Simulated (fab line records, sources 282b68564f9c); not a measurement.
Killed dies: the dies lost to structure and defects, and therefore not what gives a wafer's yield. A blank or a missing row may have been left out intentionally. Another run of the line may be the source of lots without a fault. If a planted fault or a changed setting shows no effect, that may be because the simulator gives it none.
fab line records	flow rit_cmos
record: lots: 14	wafers: 42	last_day: 7
route steps=202 shown FOX2@24 NLDD@112 CONTACT@179 M1@202
lots with no fault: from the same line, run without faults
start_h: the number of hours between the record's first day and the start of the first shown wafer of the lot	wait_h: hours since the lot's step before	" same as the row above	L1.1+2: a single row standing in for several wafers	- either no value or no given start	* or withheld: withheld	< > ~ a bound
route shown NAME@n: names a module that has steps shown in the file, with the first one's number in the route	usual: mean and standard deviation over wafers with no fault	same: alike in all rows	chamber/n: place in a boat	sites: the reading at each site	_std_site: the values' standard deviation	_edge_site: mean of outer sites minus mean of inner sites	radius_mm: for every site, how far away it sits from the centre of the wafer	mask NAME#n: copy n	behind: the last tool/chamber to shape the wafer	hold: what put the lot on hold/how long, in hours/how the hold closed	device: names the non-switching transistor (n, p or np)	end of line: at the end of the route, the tests of the same wafers	a step given without rows: its recipe and nothing more	killed: the dies lost at the first sort to structure and to defects; this is not the yield of the wafer	map: shows each die of a wafer: x if killed, . if not, _ if none is there
set.NAME: the setting that was run; set.NAME@STEP: the one run at that earlier step	model.NAME: the simulator's own value behind a step, which no gauge read
route steps across a sampled set of lots; one table per step, one row per wafer
services: from which hour (start_h, from the record's first day; less than 0 if before it) a tool's chamber was out of use, for how many hours, and why
== steps ==
step: RIT_FOX2_THK_MEAS_01
recipe: reads: SiO2_of_FOX2_OXIDATION_00
usual: FOX2_OXIDE_THK: 350/5.9
lot.wafer	tool	chamber	start_h	wait_h	FOX2_OXIDE_THK[nm]
L569.2	film_metro-03	-	19.46	0.0	354
L569.3	"	-	"	"	354
L569.6	"	-	"	"	352
L570.3	film_metro-04	-	24.22	0.0	360
L570.4	"	-	"	"	361
L570.6	"	-	"	"	361
L571.2	film_metro-04	-	28.38	0.0	355
L571.3	"	-	"	"	352
L571.6	"	-	"	"	353
L572.1	film_metro-04	-	34.09	0.0	358
L572.3	"	-	"	"	357
L572.6	"	-	"	"	350
L573.3	film_metro-04	-	38.33	0.0	353
L573.4	"	-	"	"	356
L573.5	"	-	"	"	352
L574.1	film_metro-03	-	43.52	0.0	350
L574.2	"	-	"	"	352
L574.5	"	-	"	"	352
L575.3	film_metro-04	-	48.50	0.0	349
L575.5	"	-	"	"	343
L575.6	"	-	"	"	346
L576.1	film_metro-03	-	53.46	0.0	348
L576.2	"	-	"	"	349
L576.5	"	-	"	"	345
L584.2	film_metro-04	-	93.44	0.0	342
L584.3	"	-	"	"	346
L584.5	"	-	"	"	349
L585.3	film_metro-02	-	98.49	0.0	353
L585.5	"	-	"	"	348
L585.6	"	-	"	"	349
L588.1	film_metro-02	-	115.17	0.0	334
L588.3	"	-	"	"	337
L588.6	"	-	"	"	340
L589.4	film_metro-04	-	118.51	0.0	354
L589.5	"	-	"	"	358
L589.6	"	-	"	"	353
L590.1	film_metro-03	-	129.03	0.0	347
L590.2	"	-	"	"	350
L590.5	"	-	"	"	349
L591.2	film_metro-03	-	130.36	0.0	346
L591.4	"	-	"	"	350
L591.5	"	-	"	"	354
step: RIT_NLDD_STRIP_09
recipe: chemistry: O2	time_s: 180	resist: NOVOLAK	platen_temp_c: withheld	power_w: 500	pressure_mtorr: 4000	o2_flow_sccm: 4000
usual: drypump_motor_current_A: 5.5/0.38	run_length_s: 208.1/0.5
lot.wafer	tool	chamber	start_h	wait_h	drypump_motor_current_A	rf_hours_counter_h	run_length_s
L569.2	plasma_asher-01	0	42.00	0.1	5.3	40	207.7
L569.3	"	0	"	"	5.4	-	208.2
L569.6	"	1	"	"	6.2	-	208.0
L570.3	plasma_asher-04	1	46.36	0.1	5.3	-	207.5
L570.4	"	0	"	"	5.7	-	209.0
L570.6	"	1	"	"	5.4	-	207.2
L571.2	plasma_asher-03	1	51.14	0.1	5.8	41	208.3
L571.3	"	0	"	"	5.0	-	208.4
L571.6	"	0	"	"	5.0	-	207.7
L572.1	plasma_asher-04	0	57.49	0.1	5.7	26	209.0
L572.3	"	1	"	"	5.3	-	207.4
L572.6	"	0	"	"	5.7	-	208.6
L573.3	plasma_asher-01	0	65.24	0.1	5.3	-	207.9
L573.4	"	1	"	"	6.2	-	208.1
L573.5	"	1	"	"	6.1	-	208.1
L574.1	plasma_asher-03	0	66.60	0.1	5.0	42	208.3
L574.2	"	1	"	"	5.8	42	208.1
L574.5	"	1	"	"	5.8	-	208.1
L575.3	plasma_asher-03	0	73.81	0.1	4.9	-	208.0
L575.5	"	0	"	"	5.0	-	207.7
L575.6	"	1	"	"	5.8	-	208.1
L576.1	plasma_asher-03	0	78.74	0.1	4.9	44	207.6
L576.2	"	1	"	"	5.8	44	208.2
L576.5	"	1	"	"	5.8	-	208.4
L584.2	plasma_asher-03	0	117.11	0.2	5.0	48	207.8
L584.3	"	0	"	"	5.0	-	207.6
L584.5	"	0	"	"	5.0	-	208.0
L585.3	plasma_asher-01	0	121.74	0.1	5.3	-	207.8
L585.5	"	0	"	"	5.3	-	208.0
L585.6	"	1	"	"	6.2	-	207.8
L588.1	plasma_asher-03	1	138.26	0.1	5.8	50	208.4
L588.3	"	0	"	"	5.0	-	208.4
L588.6	"	0	"	"	5.0	-	207.9
L589.4	plasma_asher-01	1	142.87	0.1	6.2	-	207.7
L589.5	"	1	"	"	6.1	-	207.7
L589.6	"	0	"	"	5.3	-	208.0
L590.1	plasma_asher-04	1	152.59	0.1	5.3	35	207.7
L590.2	"	0	"	"	5.7	35	209.2
L590.5	"	1	"	"	5.3	-	207.2
L591.2	plasma_asher-04	0	154.85	0.1	5.7	35	209.5
L591.4	"	0	"	"	5.7	-	208.9
L591.5	"	0	"	"	5.7	-	208.7
step: RIT_CONTACT_ETCH_11
recipe: target_depth_a: 4800	over_etch_frac: 0.2	stop_on: TiSi2	chemistry: CHF3/CF4/Ar	target: SiO2	CHF3_flow_sccm: 50	cf4_flow_sccm: 10	Ar_flow_sccm: 100	O2_flow_sccm: 5	pressure_mtorr: 100	rf_w: 200	time_s: 320
usual: drypump_motor_current_A: 5.8/0.56	mfc_ar_sccm: 100.0/0.31	oes_product_au: 0.991/0.014	throttle_valve_pct: 8.80/0.1
lot.wafer	tool	chamber	start_h	wait_h	drypump_motor_current_A	mfc_ar_sccm	oes_product_au	rf_hours_counter_h	throttle_valve_pct
L569.2	rie_diel-03	0	52.31	0.1	5.5	99.9	0.998	65	8.80
L569.3	"	3	"	"	6.6	100.0	0.975	108	8.72
L569.6	"	1	"	"	5.3	99.6	0.965	-	8.91
L570.3	rie_diel-02	1	56.50	0.1	5.7	99.6	1.004	25	8.66
L570.4	"	3	"	"	6.2	100.1	0.989	106	8.90
L570.6	"	0	"	"	5.3	100.0	0.985	-	8.82
L571.2	rie_diel-01	2	62.28	0.1	6.4	99.6	0.993	6	8.85
L571.3	"	0	"	"	6.4	100.3	0.992	5	8.75
L571.6	"	2	"	"	6.4	99.9	0.987	-	8.87
L572.1	rie_diel-02	0	67.79	0.1	5.4	99.4	0.986	8	8.82
L572.3	"	3	"	"	6.2	100.5	0.994	106	8.89
L572.6	"	2	"	"	5.4	100.1	1.014	-	8.96
L573.3	rie_diel-01	2	76.34	0.1	6.4	99.9	0.984	6	8.86
L573.4	"	3	"	"	4.8	99.8	0.986	81	8.64
L573.5	"	3	"	"	4.8	100.0	0.983	-	8.63
L574.1	rie_diel-02	3	77.66	0.1	6.3	100.7	0.989	106	8.89
L574.2	"	1	"	"	5.7	100.0	1.007	26	8.63
L574.5	"	3	"	"	6.2	99.9	0.979	-	8.89
L575.3	rie_diel-01	3	84.03	0.1	4.8	100.3	0.995	81	8.64
L575.5	"	1	"	"	6.3	99.9	0.971	-	8.83
L575.6	"	2	"	"	6.3	99.8	0.989	-	8.85
L576.1	rie_diel-02	3	90.32	0.1	6.2	100.4	0.981	106	8.89
L576.2	"	0	"	"	5.4	100.1	0.982	9	8.83
L576.5	"	3	"	"	6.2	99.7	0.989	-	8.88
L584.2	rie_diel-02	1	127.36	0.1	5.8	99.9	0.998	27	8.65
L584.3	"	3	"	"	6.2	99.9	0.981	107	8.90
L584.5	"	1	"	"	5.8	100.1	1.005	-	8.67
L585.3	rie_diel-03	0	131.91	0.1	5.5	100.3	0.997	67	8.81
L585.5	"	1	"	"	5.3	99.7	0.963	-	8.90
L585.6	"	0	"	"	5.5	100.2	1.001	-	8.82
L588.1	rie_diel-02	1	150.86	0.1	5.8	100.5	1.011	28	8.64
L588.3	"	0	"	"	5.4	100.0	0.991	10	8.83
L588.6	"	0	"	"	5.4	99.5	0.987	-	8.81
L589.4	rie_diel-01	3	153.94	0.1	4.8	99.5	0.997	82	8.62
L589.5	"	3	"	"	4.8	99.7	0.993	-	8.64
L589.6	"	2	"	"	6.4	100.1	0.988	-	8.85
L590.1	rie_diel-02	2	163.27	0.1	5.4	100.5	1.019	8	8.92
L590.2	"	1	"	"	5.8	99.8	1.004	28	8.66
L590.5	"	2	"	"	5.4	100.4	1.024	-	8.95
L591.2	rie_diel-01	1	165.06	0.1	6.3	99.9	0.976	72	8.83
L591.4	"	3	"	"	4.8	100.3	0.980	83	8.65
L591.5	"	1	"	"	6.3	99.7	0.975	-	8.82
step: RIT_CONTACT_STRIP_12
recipe: chemistry: O2	time_s: 180	resist: NOVOLAK	platen_temp_c: withheld	power_w: 500	pressure_mtorr: 4000	o2_flow_sccm: 4000
usual: drypump_motor_current_A: 5.5/0.4	run_length_s: 208.1/0.49
lot.wafer	tool	chamber	start_h	wait_h	drypump_motor_current_A	rf_hours_counter_h	run_length_s
L569.2	plasma_asher-04	1	52.50	0.1	5.3	26	207.2
L569.3	"	0	"	"	5.7	-	209.0
L569.6	"	1	"	"	5.3	-	207.6
L570.3	plasma_asher-03	0	56.75	0.2	5.0	-	207.9
L570.4	"	1	"	"	5.8	-	208.1
L570.6	"	0	"	"	5.0	-	207.7
L571.2	plasma_asher-03	1	62.47	0.1	5.8	42	208.4
L571.3	"	0	"	"	5.0	-	207.6
L571.6	"	1	"	"	5.8	-	208.2
L572.1	plasma_asher-04	1	67.98	0.1	5.3	27	207.3
L572.3	"	1	"	"	5.3	-	207.2
L572.6	"	1	"	"	5.3	-	207.3
L573.3	plasma_asher-04	0	76.59	0.2	5.7	-	209.4
L573.4	"	1	"	"	5.4	-	207.5
L573.5	"	0	"	"	5.7	-	209.0
L574.1	plasma_asher-04	0	77.86	0.1	5.7	29	208.8
L574.2	"	1	"	"	5.3	29	207.6
L574.5	"	0	"	"	5.7	-	208.7
L575.3	plasma_asher-03	1	84.28	0.2	5.8	-	208.0
L575.5	"	1	"	"	5.8	-	208.0
L575.6	"	0	"	"	5.0	-	208.1
L576.1	plasma_asher-03	0	90.51	0.1	4.9	45	208.4
L576.2	"	1	"	"	5.8	45	208.4
L576.5	"	0	"	"	5.0	-	207.7
L584.2	plasma_asher-01	0	127.55	0.1	5.3	1	264.9
L584.3	"	1	"	"	6.2	-	207.7
L584.5	"	1	"	"	6.3	-	207.8
L585.3	plasma_asher-01	0	132.16	0.2	5.4	-	264.5
L585.5	"	0	"	"	5.3	-	264.7
L585.6	"	1	"	"	6.2	-	208.0
L588.1	plasma_asher-04	1	151.05	0.1	5.3	35	207.4
L588.3	"	1	"	"	5.3	-	207.2
L588.6	"	1	"	"	5.3	-	207.4
L589.4	plasma_asher-04	1	154.20	0.2	5.3	-	207.6
L589.5	"	1	"	"	5.3	-	207.3
L589.6	"	0	"	"	5.7	-	209.1
L590.1	plasma_asher-03	1	163.46	0.1	5.8	53	208.2
L590.2	"	0	"	"	5.0	53	207.8
L590.5	"	1	"	"	5.8	-	208.5
L591.2	plasma_asher-03	1	165.25	0.1	5.8	53	208.5
L591.4	"	1	"	"	5.8	-	208.7
L591.5	"	0	"	"	5.0	-	208.2
step: RIT_M1_PROBE_99
usual: killed_at_contacts: 0.1/0.34	killed_at_front_end: 7/3	killed_dies: 7/3.1	killed_open: 3.4/1.9	killed_short: 3.4/2.1
same: gross_dies: 264	killed_at_M0_to_M3: 0	killed_at_M4_up: 0	killed_at_back_side: 0	killed_at_other: 0
lot.wafer	tool	chamber	start_h	wait_h	killed_at_contacts	killed_at_front_end	killed_dies	killed_open	killed_short
L571.2	prober-02	-	68.62	0.1	0	5	5	1	4
L571.3	prober-02	-	68.67	0.2	1	10	11	6	5
L571.6	prober-02	-	68.82	0.2	0	11	11	6	5
L574.1	prober-01	-	82.88	0.1	0	7	7	5	2
L574.2	prober-01	-	82.93	0.1	0	4	4	2	2
L574.5	prober-01	-	83.08	0.2	0	4	4	3	1
L576.1	prober-01	-	95.19	0.1	0	3	3	3	0
L576.2	prober-01	-	95.24	0.1	0	9	9	4	5
L576.5	prober-01	-	95.39	0.2	0	5	5	2	3
L589.4	prober-01	-	158.98	0.2	0	5	5	5	0
L589.5	prober-01	-	159.03	0.2	0	4	4	3	1
L589.6	prober-01	-	159.08	0.2	0	5	5	4	1
L590.1	prober-02	-	168.29	0.1	1	9	10	6	4
L590.2	prober-02	-	168.34	0.1	0	2	2	1	1
L590.5	prober-02	-	168.49	0.2	0	6	6	2	4
killed by level:class
L571.2 SPACER:geometric_particle:short=2 FOX1:geometric_particle:short=1 GATE:geometric_particle:short=1 SILICIDE:geometric_particle:open=1
L571.3 SPACER:geometric_particle:short=3 FOX1:geometric_particle:open=2 GATE:geometric_particle:short=2 GATE:geometric_particle:open=2 REOX:geometric_particle:open=1 CONTACT:geometric_particle:open=1
L571.6 FOX1:geometric_particle:open=3 GATE:geometric_particle:short=3 REOX:geometric_particle:open=2 GATE:geometric_particle:open=1 REOX:geometric_particle:short=1 SILICIDE:geometric_particle:short=1
L574.1 REOX:geometric_particle:short=2 FOX1:geometric_particle:open=1 GATE:geometric_particle:open=1 REOX:geometric_particle:open=1 SPACER:geometric_particle:open=1 SILICIDE:geometric_particle:open=1
L574.2 FOX1:geometric_particle:open=1 FOX2:geometric_particle:short=1 GATE:geometric_particle:open=1 SPACER:geometric_particle:short=1
L574.5 FOX1:geometric_particle:open=1 FOX1:geometric_particle:short=1 FOX2:geometric_particle:open=1 SPACER:geometric_particle:open=1
L576.1 GATE:geometric_particle:open=2 SPACER:geometric_particle:open=1
L576.2 GATE:geometric_particle:short=2 FOX1:geometric_particle:open=1 FOX1:geometric_particle:short=1 FOX2:geometric_particle:open=1 GATE:geometric_particle:open=1 REOX:geometric_particle:short=1 SILICIDE:geometric_particle:short=1 SILICIDE:geometric_particle:open=1
L576.5 ACTIVE:geometric_particle:short=1 FOX1:geometric_particle:short=1 GATE:geometric_particle:short=1 GATE:geometric_particle:open=1 REOX:geometric_particle:open=1
L589.4 GATE:geometric_particle:open=3 FOX2:geometric_particle:open=1 REOX:geometric_particle:open=1
L589.5 GATE:geometric_particle:open=2 FOX1:geometric_particle:open=1 GATE:geometric_particle:short=1
L589.6 GATE:geometric_particle:open=3 SPACER:geometric_particle:open=1 SILICIDE:geometric_particle:short=1
L590.1 SPACER:geometric_particle:open=2 FOX1:geometric_particle:open=1 FOX2:geometric_particle:short=1 GATE:geometric_particle:open=1 GATE:geometric_particle:short=1 SPACER:geometric_particle:short=1 SILICIDE:geometric_particle:short=1 SILICIDE:geometric_particle:open=1
L590.2 SPACER:geometric_particle:short=1 SILICIDE:geometric_particle:open=1
L590.5 SPACER:geometric_particle:short=2 SPACER:geometric_particle:open=2 GATE:geometric_particle:short=1 SILICIDE:geometric_particle:short=1
== services ==
tool	chamber	start_h	hours	kind
rie_diel-02	0	30.03	6.2	repair
rie_diel-03	0	38.68	1.7	repair
rie_diel-02	-	44.53	2.8	pm
plasma_asher-01	-	108.75	9.0	pm
plasma_asher-01	0	108.75	9.0	vent_cycle
plasma_asher-01	1	108.75	9.0	vent_cycle
plasma_asher-01	0	117.75	-	clean
plasma_asher-01	1	117.75	-	clean
plasma_asher-04	-	130.92	14.6	repair
rie_diel-01	2	138.51	1.3	repair
rie_diel-03	0	142.89	2.0	repair
== key ==
first_sign: step: RIT_CONTACT_STRIP_12	reading: run_length_s	direction: up	sigmas: 99+	usual: *	struck: *
effect none on later readings
met_at RIT_CONTACT_STRIP_12
struck_lots L584,L585
struck_wafers L584.2,L585.3,L585.5
tester_left_out L584,L585
not_acting_at RIT_FOX2_THK_MEAS_01,RIT_NLDD_STRIP_09,RIT_CONTACT_ETCH_11
fault: kind: process_parameter_drift	tool: plasma_asher-01	chamber: 0	onset_h: 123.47	steps: RIT_CONTACT_STRIP_12	channel: time_s	offset: *	shape: step	end_h: 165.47	acts_in: *	stated: *
tester_left_out: of these lots the tester's yield and bins aren't shown, on N5 and GAA mostly nor the transistor test; their killed dies are dies lost to structure and defects alone, not to doping, threshold or leakage, so they don't give the yield
